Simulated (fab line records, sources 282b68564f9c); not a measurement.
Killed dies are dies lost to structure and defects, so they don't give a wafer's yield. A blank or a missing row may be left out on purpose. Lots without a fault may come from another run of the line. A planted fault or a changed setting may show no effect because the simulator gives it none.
A struck lot beside a sound one | flow rit_cmos | 15 steps out of a route of 202
Sound: wafers L837.3, L837.5, L837.6. Struck: wafer L843.6. (L843.1, L843.2 of the same lot were not struck and are left out.) The cause comes at the end.
At each step with rows: each side's tool, then ch and its chambers, then its first start. Under that, the readings that differ: sound wafers | struck wafers | difference of the means | sigmas: that difference in standard deviations of wafers without a fault.
alike: readings whose means differ by less than 2 such deviations, and words and numbers that are the same on both sides. not compared: withheld readings, readings that some wafer has no value for, bounds like >300 that may hide the same value, and numbers for which the record gives no deviation and whose values overlap.
The two part at a step that has a row with sigmas, a row that says differs or no value, or rows on one side only. Numbers that don't overlap but have no deviation are shown without sigmas and don't part them. A reading that every wafer of one side lacks parts them only if that side has two wafers or more.

RIT_SILICIDE_RTA_06: time 10 s, ramp up 5 s, ramp down 10 s.
  sound on rtp_anneal-01 ch 0, day 4 20:58; struck on rtp_anneal-01 ch 0, day 6 00:40
  alike: wafer_temp_C_max
RIT_CONTACT_CVD_00: deposits SiO2 from TEOS, target thk 400 nm, time 61 s.
  sound on pecvd-04 ch 0,1,2, day 4 21:01; struck on pecvd-01 ch 2, day 6 00:44
  reading            | sound             | struck | difference | sigmas
  rf_fwd_power_W (W) | 393.7 396.6 396.2 | 399.5  | +4.0       | +2
  alike: heater_power_w
  not compared: since_wet_clean_h
RIT_CONTACT_THK_MEAS_01:
  sound on film_metro-01, day 4 21:05; struck on film_metro-02, day 6 00:47
  alike: CONTACT_TEOS_THK
then, 6 steps without rows for these wafers: RIT_CONTACT_HMDS_02 (prime time 60 s); RIT_CONTACT_COAT_03 (resist thk 1000 nm); RIT_CONTACT_SOFTBAKE_04 (time 60 s); RIT_CONTACT_EXPOSE_05 (exposes mask M11, target cd 1000 nm); RIT_CONTACT_PEB_06; RIT_CONTACT_DEVELOP_07 (develop time 120 s).
RIT_CONTACT_CD_MEAS_08: target cd 1000 nm.
  sound on cd_sem-02, day 4 22:15; struck on cd_sem-02, day 6 01:56
  alike: cd_nm
RIT_CONTACT_OVL_MEAS_09:
  sound on overlay-01, day 4 22:20; struck on overlay-02, day 6 02:04
  alike: CONTACT_OVL
then, 1 step without rows for these wafers: RIT_CONTACT_HARDBAKE_10 (time 60 s).
RIT_CONTACT_ETCH_11: etches SiO2 in CHF3/CF4/Ar, stops on TiSi2, target depth 480 nm, time 320 s.
  sound on rie_diel-03 ch 1,2,3, day 4 22:31; struck on rie_diel-02 ch 1, day 6 02:15
  reading                                      | sound             | struck | difference | sigmas
  model.NOVOLAK_of_CONTACT_COAT_03.thk_nm (nm) | 769.3 768.5 768.5 | 724.7  | -44.1      |
  alike: drypump_motor_current_A, mfc_ar_sccm, oes_product_au, rf_fwd_power_W, throttle_valve_pct
  not compared: rf_hours_counter_h
RIT_CONTACT_STRIP_12: strips in O2, time 180 s.
  sound on plasma_asher-02 ch 0,1, day 4 22:46; struck on plasma_asher-02 ch 1, day 6 02:26
  alike: drypump_motor_current_A, o2_flow_sccm
  not compared: rf_hours_counter_h
RIT_M1_PROBE_99:
  sound on prober-02, day 5 03:40; struck on prober-02, day 6 07:29
  reading                                                 | sound                | struck | difference | sigmas
  killed_at_M0_to_M3                                      | 0 0 1                | 0      | +0         | -2
  model.etest.nmos_0p15.junction_log10_a_um               | -13.58 -13.45 -13.58 | -11.5  | +2.0       |
  model.etest.nmos_narrow.off_log10_a_um                  | -13.1 -13.13 -13.16  | -11.49 | +1.64      |
  model.etest.nmos_0p3.off_log10_a_um                     | -12.94 -12.97 -13.11 | -11.49 | +1.52      |
  model.etest.gate_end_array.leak_log10_a_um              | -12.79 -12.85 -12.94 | -11.14 | +1.72      |
  model.etest.pmos_0p15.junction_log10_a_um               | -13.79 -13.91 -13.87 | -12.49 | +1.37      |
  model.etest.contact_diode_array.leak_log10_a (angstrom) | -9.584 -9.565 -9.411 | -8.278 | +1.242     |
  model.etest.antenna_contact.gate_log10_a_cm2            | -5.912 -5.952 -5.926 | -5.701 | +0.229     |
  model.etest.select_edge_diode_n.leak_log10_a (angstrom) | -9.971 -9.534 -9.749 | -9.189 | +0.562     |
  alike: killed_at_front_end, killed_dies, killed_open, killed_short

WHERE THEY PART
First at RIT_CONTACT_CVD_00; last, within this record, at RIT_M1_PROBE_99.

WHY: what the simulator had put in
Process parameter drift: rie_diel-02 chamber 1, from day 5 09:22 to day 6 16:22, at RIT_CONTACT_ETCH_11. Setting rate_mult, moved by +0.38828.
